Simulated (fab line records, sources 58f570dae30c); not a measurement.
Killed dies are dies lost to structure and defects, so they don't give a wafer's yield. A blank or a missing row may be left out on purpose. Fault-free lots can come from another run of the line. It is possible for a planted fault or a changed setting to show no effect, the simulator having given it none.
Chamber matching | flow berkeley-cmos170 | UCB170_V2_CMP_02 on cmp-02 has 4 sister chambers
The step polishes SiO2. 4 wafers are shown with their chamber, then 9 later ones without.

WAFERS, EACH WITH ITS CHAMBER
wafer  | chamber | motor-current-A (A)
L659.5 | 3       | 17.1
L670.2 | 0       | 15.6
L670.3 | 2       | 14.7
L670.6 | 1       | 15.1

WAFERS WITHOUT THEIR CHAMBER
wafer  | motor-current-A (A)
L675.1 | 13.9
L675.4 | 15.0
L675.5 | 16.2
L676.2 | 15.0
L676.4 | 17.0
L676.5 | 15.9
L678.1 | 15.9
L678.3 | 16.8
L678.5 | 14.1

EACH ONE'S CHAMBER
wafer  | from the rows above          | in truth
L675.1 | can't be placed: 2 or 1      | 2
L675.4 | can't be placed: 1 or 2 or 0 | 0
L675.5 | can't be placed: 0 or 3 or 1 | 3
L676.2 | can't be placed: 1 or 2 or 0 | 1
L676.4 | 3                            | 3
L676.5 | can't be placed: 0 or 1      | 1
L678.1 | can't be placed: 0 or 1      | 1
L678.3 | 3                            | 3
L678.5 | can't be placed: 2 or 1      | 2
Correctly placed: 2 of 9. Not placeable from these rows: 7 (in 7, the candidates include the true chamber). Placed wrongly: 0.
How it was worked out, from the rows above alone: a wafer's distance from a chamber is the root of the sum, over the readings, of the square of ((its reading less the chamber's mean) divided by the reading's scatter). If the next closest chamber is less than 2 further off than the closest, the wafer can't be placed; otherwise it belongs to the closest. The mean given for a chamber averages the wafers shown for that chamber. The scatter: root of mean squared gap, hidden wafer to nearest shown wafer, with one shown wafer a chamber.
